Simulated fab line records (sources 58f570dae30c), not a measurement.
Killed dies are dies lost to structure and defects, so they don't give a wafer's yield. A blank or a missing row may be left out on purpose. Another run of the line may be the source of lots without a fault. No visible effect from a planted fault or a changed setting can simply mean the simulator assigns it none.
Problem report in the 8D (eight disciplines) form, filled by code || flow berkeley cmos170 || the parts of the form that need people (team, actions taken, sign-off) are left out

== 1. WHAT WENT WRONG ==
PFIELD_TW at UCB170_PFIELD_TW_MEAS_09 reads a mean of 550 on 6 wafers of 2 lots; wafers without a fault read 604 with a standard deviation of 7.9. That is -6.9 standard deviations from the usual mean.
First seen on wafer L203.1, day 7 10:50, on film metro-04. The record holds 39 wafers of 13 lots with a number at this step. Rule for "out" (also "out of limits"): further than 4 standard deviations from the usual mean. Any other wafer with a number is counted as sound.

== 2. WHAT IT IS; WHAT IT IS NOT ==
{"question": "which readings at this step", "is": "PFIELD_TW", "is not": "-"}
{"question": "which lots", "is": "L203, L207", "is not": "L188, L189, L190, L191, L192, L193, L194, L195, L196, L197, L198"}
{"question": "which wafers of those lots", "is": "all that have a number", "is not": "-"}
{"question": "read on which gauges", "is": "film metro-04", "is not": "film metro-01, film metro-03"}
{"question": "when", "is": "from day 7 10:50", "is not": "up to then (33 sound wafers)"}

== 3. SUSPECTS, AND WHAT RULES EACH OUT ==
Counting: any tool at a process step up to the reading is kept as a suspect provided that every lot that is out went through it and no sound lot did after the first of them.
- the gauge at UCB170_PFIELD_TW_MEAS_09: ruled out. All the wafers that are out were read on film metro-04, but those of them that UCB170_PFIELD_IMPLANT_07 has rows for are out there too, on other tools.
- implanter-04 at UCB170_PFIELD_IMPLANT_07: kept. All lots that are out passed through it, beginning with L203 at day 7 10:35, and no sound lot followed; its final sound lot before that point was L192 at day 5 13:27. Its own readings are out on those wafers: dose ions cm2, faraday current uA.
Left after counting: implanter-04 at UCB170_PFIELD_IMPLANT_07.

== 4. THE CAUSE (what the simulator had put in) ==
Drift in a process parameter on implanter-04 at UCB170_PFIELD_IMPLANT_07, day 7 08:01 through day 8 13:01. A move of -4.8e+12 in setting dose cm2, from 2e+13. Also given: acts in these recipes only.
Only this tool survived the counting.

== 5. THE EFFECT CHAIN, in route order ==
Rows list readings where the struck wafers' mean (over those with a number) sits beyond 3 standard deviations from the usual. Only readings for which the record gives a usual standard deviation are gone through. hours: the time from each lot's start at the first step in this table that gives one to its start at this step, as a median over the lots. sigmas: the change in usual standard deviations.
{"hours": 0, "step": "UCB170_PFIELD_IMPLANT_07", "reading": "dose ions cm2", "usual": 2.0001e+13, "on struck wafers": 1.5207e+13, "change": -4.7943e+12, "sigmas": "-99 or more"}
{"hours": 0, "step": "UCB170_PFIELD_IMPLANT_07", "reading": "faraday current uA", "usual": 63.6, "on struck wafers": 48.4, "change": -15.2, "sigmas": -11}
{"hours": 0, "step": "UCB170_PFIELD_TW_MEAS_09", "reading": "PFIELD_TW", "usual": 604, "on struck wafers": 550, "change": -54, "sigmas": -6.9}
It contains these process steps:
- UCB170_PFIELD_IMPLANT_07
At these later measuring or inspecting steps, every struck wafer for which the step has a row has a number for every such reading, and none has moved that far: UCB170_SACOX_THK_MEAS_02.

== 6. HOW IT WOULD HAVE BEEN CAUGHT EARLIER ==
The first out-of-limits reading at a measuring or inspecting step in this record came at day 7 10:50, 3 hours after the fault's start at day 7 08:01.
The tool's own readings at UCB170_PFIELD_IMPLANT_07 were out on every struck wafer that the step has a row for (dose ions cm2, faraday current uA): an alarm limit on them would have fired on the first of those.
Lots out: 2; of these, L207 started UCB170_PFIELD_IMPLANT_07 on implanter-04 after day 7 10:50. A hold on the tool at that time would have spared it.
